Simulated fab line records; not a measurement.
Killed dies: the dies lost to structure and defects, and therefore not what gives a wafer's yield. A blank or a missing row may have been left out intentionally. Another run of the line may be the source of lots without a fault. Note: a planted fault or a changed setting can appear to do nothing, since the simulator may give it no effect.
Chamber matching :: flow berkeleyCmos170 :: UCB170_V1_CMP_02 on cmp-02: 4 sister chambers
The step polishes SiO2. 14 wafers are shown with their chamber, then 7 later ones without.

WAFERS PAIRED WITH THEIR CHAMBERS
wafer: L950.1
chamber: 1
motorCurrentA (A): 18.3
headPressurePsi (psi): 5.987

wafer: L950.2
chamber: 3
motorCurrentA (A): 15.7
headPressurePsi (psi): 5.998

wafer: L950.4
chamber: 0
motorCurrentA (A): 16.2
headPressurePsi (psi): 6.004

wafer: L954.1
chamber: 3
motorCurrentA (A): 16.1
headPressurePsi (psi): 6.009

wafer: L954.4
chamber: 0
motorCurrentA (A): 16.7
headPressurePsi (psi): 6.017

wafer: L954.6
chamber: 1
motorCurrentA (A): 19.6
headPressurePsi (psi): 5.999

wafer: L956.1
chamber: 1
motorCurrentA (A): 18.5
headPressurePsi (psi): 6.004

wafer: L956.4
chamber: 2
motorCurrentA (A): 17.5
headPressurePsi (psi): 5.983

wafer: L956.5
chamber: 2
motorCurrentA (A): 18.0
headPressurePsi (psi): 5.990

wafer: L960.1
chamber: 1
motorCurrentA (A): 18.0
headPressurePsi (psi): 5.992

wafer: L960.3
chamber: 0
motorCurrentA (A): 16.0
headPressurePsi (psi): 6.003

wafer: L960.6
chamber: 0
motorCurrentA (A): 15.5
headPressurePsi (psi): 6.013

wafer: L962.1
chamber: 2
motorCurrentA (A): 17.7
headPressurePsi (psi): 6.020

wafer: L962.2
chamber: 0
motorCurrentA (A): 16.6
headPressurePsi (psi): 6.013

SIGNATURES (averages over the wafers above)
reading: motorCurrentA
chamber 0: 16.200
chamber 1: 18.600
chamber 2: 17.733
chamber 3: 15.900
scatter within a chamber: 0.511

reading: headPressurePsi
chamber 0: 6.01000
chamber 1: 5.99550
chamber 2: 5.99767
chamber 3: 6.00350
scatter within a chamber: 0.0107
Rule: a wafer's distance from a chamber is the root of the sum, over the readings, of the square of ((its reading less the chamber's mean) divided by the reading's scatter). The wafer belongs to the nearest chamber; if the next one is less than 2 further off, it can't be placed. The scatter is the square root of a quotient: the sum, over the shown wafers, of each reading's squared deviation from its chamber's mean, divided by wafers minus chambers.

WAFERS WITH NO CHAMBER GIVEN
wafer: L962.6
motorCurrentA (A): 18.9
headPressurePsi (psi): 6.008

wafer: L964.1
motorCurrentA (A): 18.1
headPressurePsi (psi): 6.005

wafer: L964.2
motorCurrentA (A): 18.6
headPressurePsi (psi): 5.982

wafer: L964.3
motorCurrentA (A): 15.3
headPressurePsi (psi): 5.991

wafer: L968.1
motorCurrentA (A): 16.5
headPressurePsi (psi): 6.006

wafer: L968.4
motorCurrentA (A): 19.6
headPressurePsi (psi): 5.985

wafer: L968.6
motorCurrentA (A): 15.3
headPressurePsi (psi): 6.011

CHAMBER TAKEN BY EACH
wafer: L962.6
from the rows above: can't be placed: 1 or 2
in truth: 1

wafer: L964.1
from the rows above: can't be placed: 2 or 1
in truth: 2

wafer: L964.2
from the rows above: can't be placed: 1 or 2
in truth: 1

wafer: L964.3
from the rows above: can't be placed: 3 or 0
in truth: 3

wafer: L968.1
from the rows above: can't be placed: 0 or 3 or 2
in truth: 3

wafer: L968.4
from the rows above: can't be placed: 1 or 2
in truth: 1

wafer: L968.6
from the rows above: can't be placed: 3 or 0
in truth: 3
Correct placement for 0 of the 7. Cannot be placed on the basis of these rows: 7; the candidates contain the true chamber in 7. 0 placed wrongly.
